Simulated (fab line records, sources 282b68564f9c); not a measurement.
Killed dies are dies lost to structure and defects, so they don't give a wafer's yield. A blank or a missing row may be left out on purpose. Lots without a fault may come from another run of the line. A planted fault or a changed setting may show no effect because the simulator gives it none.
Which tool did it? | flow rit_cmos | 6 lots, 18 wafers sampled, at 2 steps of a route of 202

WHAT THE GAUGES READ, wafer by wafer
RIT_CONTACT_CD_MEAS_08: target cd 1000 nm.
lot  | measured    | on        | cd_nm (nm)
L795 | day 3 09:08 | cd_sem-01 | 1002.5 1002.4 1001.8
L797 | day 3 19:55 | cd_sem-01 | 1002.0 1002.2 1002.7
L799 | day 4 04:03 | cd_sem-01 | 965.0 964.4 966.0
L801 | day 4 14:55 | cd_sem-02 | 998.8 994.2 997.4
L810 | day 6 11:53 | cd_sem-01 | 996.6 996.6 996.6
L814 | day 7 08:14 | cd_sem-01 | 999.8 1000.5 998.0

WHICH TOOL RAN EACH LOT (tool, then ch and the chambers of the sampled wafers, then the start)
lot  | RIT_CONTACT_EXPOSE_05
L795 | iline_stepper-01 ch 0, day 3 08:37
L797 | iline_stepper-01 ch 0, day 3 19:24
L799 | iline_stepper-01 ch 0, day 4 03:32
L801 | iline_stepper-02 ch 0, day 4 14:23
L810 | iline_stepper-02 ch 0, day 6 11:22
L814 | iline_stepper-02 ch 0, day 7 07:43
- RIT_CONTACT_EXPOSE_05: exposes mask M11, target cd 1000 nm.

THE ANSWER, worked out from the rows above alone
Rule: what is usual is taken from the lots themselves. Put in order of their means at a reading, lots are off if they are a third of the lots or fewer, leave a main group of 4 or more, and stand apart from it by a gap of 3 or more times the standard deviation of the main group's means; of several such gaps the widest counts. A main group whose means are all the same, to the digits that the tables above print for the reading, isn't used. A lot without any number at a reading at which 4 lots or more have one is off too. The other lots that the step has rows for count as sound.
Off: L799, at RIT_CONTACT_CD_MEAS_08 (cd_nm). The main group: mean 999.5 nm, standard deviation 2.5.
A tool fits if, at a process step before that reading, it ran every lot that is off, and no sound lot after the first of them. The gauges at RIT_CONTACT_CD_MEAS_08 are tried like those tools. One fits: iline_stepper-01 at RIT_CONTACT_EXPOSE_05. Its last sound lot is L797 (day 3 19:24), its first lot that is off L799 (day 4 03:32): a fault that began between those two fits.

WHAT THE SIMULATOR HAD PUT IN
Process parameter drift: iline_stepper-01, from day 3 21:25 on, at RIT_CONTACT_EXPOSE_05. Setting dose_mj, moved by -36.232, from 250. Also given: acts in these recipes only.
Lots struck among those shown: L799. The rule above found the same.
